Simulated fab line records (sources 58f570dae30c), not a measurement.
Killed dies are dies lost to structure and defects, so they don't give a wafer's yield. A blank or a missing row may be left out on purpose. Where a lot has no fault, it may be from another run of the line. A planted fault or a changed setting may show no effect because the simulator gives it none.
Matching of chambers | flow berkeley_cmos170 | UCB170_GATE_ETCH_15 on rie_si-01: 4 sister chambers
The step etches poly-Si in HBr/Cl2, stops on SiO2, time 56.3 s, target depth 278.2 nm. 8 wafers are shown with their chamber, then 8 later ones without.

WAFERS PAIRED WITH THEIR CHAMBERS
wafer  | chamber | drypump_motor_current_A (A) | throttle_valve_pct (%)
L807.2 | 3       | 6.01                        | 26.45
L805.5 | 3       | 6.02                        | 26.44
L808.1 | 0       | 5.84                        | 26.69
L808.3 | 2       | 6.08                        | 26.67
L812.2 | 1       | 5.39                        | 26.56
L812.3 | 0       | 5.84                        | 26.71
L812.5 | 1       | 5.41                        | 26.57
L813.1 | 2       | 6.07                        | 26.66

WAFERS MISSING THEIR CHAMBER
wafer  | drypump_motor_current_A (A) | throttle_valve_pct (%)
L813.2 | 5.86                        | 26.70
L813.5 | 6.09                        | 26.67
L814.1 | 6.00                        | 26.45
L814.2 | 6.07                        | 26.67
L814.4 | 5.37                        | 26.57
L821.1 | 6.10                        | 26.67
L821.4 | 5.38                        | 26.56
L821.6 | 6.07                        | 26.68

WHICH CHAMBER EACH WENT THROUGH
wafer  | from the rows above | in truth
L813.2 | 0                   | 0
L813.5 | 2                   | 2
L814.1 | 3                   | 3
L814.2 | 2                   | 2
L814.4 | 1                   | 1
L821.1 | 2                   | 2
L821.4 | 1                   | 1
L821.6 | 2                   | 2
Placed correctly: 8 of 8. Number that these rows cannot place: 0. 0 placed wrongly.
How it was worked out, from the rows above alone: a wafer's distance from a chamber is the root of the sum, over the readings, of the square of ((its reading less the chamber's mean) divided by the reading's scatter). The wafer belongs to the nearest chamber; if the next one is less than 2 further off, it can't be placed. Each chamber's mean is taken over the wafers shown for it. The scatter is the square root of a quotient: the sum, over the shown wafers, of each reading's squared deviation from its chamber's mean, divided by wafers minus chambers.
